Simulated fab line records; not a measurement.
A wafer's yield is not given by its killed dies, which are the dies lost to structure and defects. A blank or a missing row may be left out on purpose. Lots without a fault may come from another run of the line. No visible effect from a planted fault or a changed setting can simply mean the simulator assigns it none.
Which tool did it? ; flow ritCmos ; 14 lots, 42 wafers sampled, at 3 steps of a route of 202

## WHAT EACH GAUGE READ, for each wafer
RIT_M1_RS_MEAS_01: the measuring method here is four-point-probe.
lot;measured;on;M1_AL_RS (ohm/sq)
L741;day 3 08:47;filmMetro-01;0.0726 0.0742 0.0734
L742;day 3 11:51;filmMetro-04;0.0728 0.0740 0.0740
L743;day 3 16:49;filmMetro-04;0.0748 0.0742 0.0753
L744;day 3 21:07;filmMetro-01;0.0739 0.0743 0.0747
L748;day 4 17:58;filmMetro-02;0.0735 0.0736 0.0740
L749;day 5 01:13;filmMetro-02;0.0740 0.0740 0.0736
L752;day 5 16:37;filmMetro-01;0.0653 0.0730 0.0722 0.0654 0.0729 0.0723
L753;day 5 23:43;filmMetro-01;0.0723 0.0737 0.0731
L754;day 6 01:53;filmMetro-02;0.0653 0.0720 0.0726 0.0654 0.0720 0.0728
L755;day 6 04:40;filmMetro-04;0.0743 0.0734 0.0731
L758;day 6 19:49;filmMetro-01;0.0732 0.0735 0.0738
L760;day 7 13:19;filmMetro-04;0.0734 0.0730 0.0738
L762;day 7 20:23;filmMetro-04;0.0750 0.0745 0.0745
L763;day 8 04:52;filmMetro-01;0.0729 0.0733 0.0731

RIT_M1_THK_MEAS_02: measures by xrf.
lot;measured;on;M1_AL_THK (nm)
L741;day 3 08:54;filmMetro-01;406 396 402
L742;day 3 11:58;filmMetro-04;402 396 397
L743;day 3 16:56;filmMetro-04;393 398 393
L744;day 3 21:13;filmMetro-01;399 398 393
L748;day 4 18:05;filmMetro-02;399 401 395
L749;day 5 01:20;filmMetro-02;395 397 398
L752;day 5 19:55;filmMetro-01;450 405 412 454 409 410
L753;day 5 23:50;filmMetro-01;408 403 406
L754;day 6 05:58;filmMetro-02;453 411 407 450 410 405
L755;day 6 04:47;filmMetro-04;395 402 403
L758;day 6 19:56;filmMetro-01;403 407 402
L760;day 7 13:26;filmMetro-04;400 403 397
L762;day 7 20:30;filmMetro-04;393 396 393
L763;day 8 04:59;filmMetro-01;406 406 407

## TOOL THAT RAN EACH LOT (tool first, then ch and the chambers of the sampled wafers, then the start)
lot;RIT_M1_SPUTTER_00
L741;pvdSputter-04, day 3 08:29
L742;pvdSputter-01, day 3 11:32
L743;pvdSputter-04, day 3 16:30
L744;pvdSputter-01, day 3 20:48
L748;pvdSputter-03, day 4 17:40
L749;pvdSputter-04, day 5 00:54
L752;pvdSputter-01, day 5 16:20
L753;pvdSputter-03, day 5 23:25
L754;pvdSputter-01, day 6 01:34
L755;pvdSputter-04, day 6 04:23
L758;pvdSputter-04, day 6 19:31
L760;pvdSputter-04, day 7 13:00
L762;pvdSputter-04, day 7 20:05
L763;pvdSputter-03, day 8 04:35
- RIT_M1_SPUTTER_00: material Al, target thk 400 nm, time 500 s.

## AS READ BY THE TOOLS THEMSELVES (means over the sampled wafers that have a number; for cases with no such wafer, the mark the record gives instead)
RIT_M1_SPUTTER_00.
lot;tool;throttleValvePct (%)
L741;pvdSputter-04;29.8
L742;pvdSputter-01;29.7
L743;pvdSputter-04;29.7
L744;pvdSputter-01;28.6
L748;pvdSputter-03;30.6
L749;pvdSputter-04;29.9
L752;pvdSputter-01;29.3
L753;pvdSputter-03;29.4
L754;pvdSputter-01;29.9
L755;pvdSputter-04;30.1
L758;pvdSputter-04;30.0
L760;pvdSputter-04;30.2
L762;pvdSputter-04;30.0
L763;pvdSputter-03;29.3

## THE ANSWER, worked out from the rows above alone
Rule: the usual values come from the lots themselves. Put in order of their means at a reading, lots are off if they are a third of the lots or fewer, leave a main group of 4 or more, and stand apart from it by a gap of 3 or more times the standard deviation of the main group's means; of several such gaps the widest counts. A main group whose means are all the same, to the digits that the tables above print for the reading, isn't used. Also off: a lot with no number at a reading for which 4 or more lots have one. Any other lot the step has rows for is counted as sound. Order of review: gauges by route order, followed by the tools' own readings, for which a lot's mean as printed above is used. The first step at which some lot is off is used, and at that step the reading that is off furthest; a lot without a number counts as furthest.
Off: L752, L754, at RIT_M1_RS_MEAS_01 (M1_AL_RS). Main group: mean 0.0737 ohm/sq, sd 0.00054.
A tool fits if, at a process step before that reading, it ran every lot that is off, and no sound lot after the first of them. The gauges at RIT_M1_RS_MEAS_01 are tried like those tools. One candidate fits, namely pvdSputter-01 at RIT_M1_SPUTTER_00. A fault onset in the window from L744 (day 3 20:48, its last sound lot) to L752 (day 5 16:20, its first lot off) fits.

## WHAT THE SIMULATOR PUT IN
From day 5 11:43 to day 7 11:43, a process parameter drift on pvdSputter-01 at RIT_M1_SPUTTER_00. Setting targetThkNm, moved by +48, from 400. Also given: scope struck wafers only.
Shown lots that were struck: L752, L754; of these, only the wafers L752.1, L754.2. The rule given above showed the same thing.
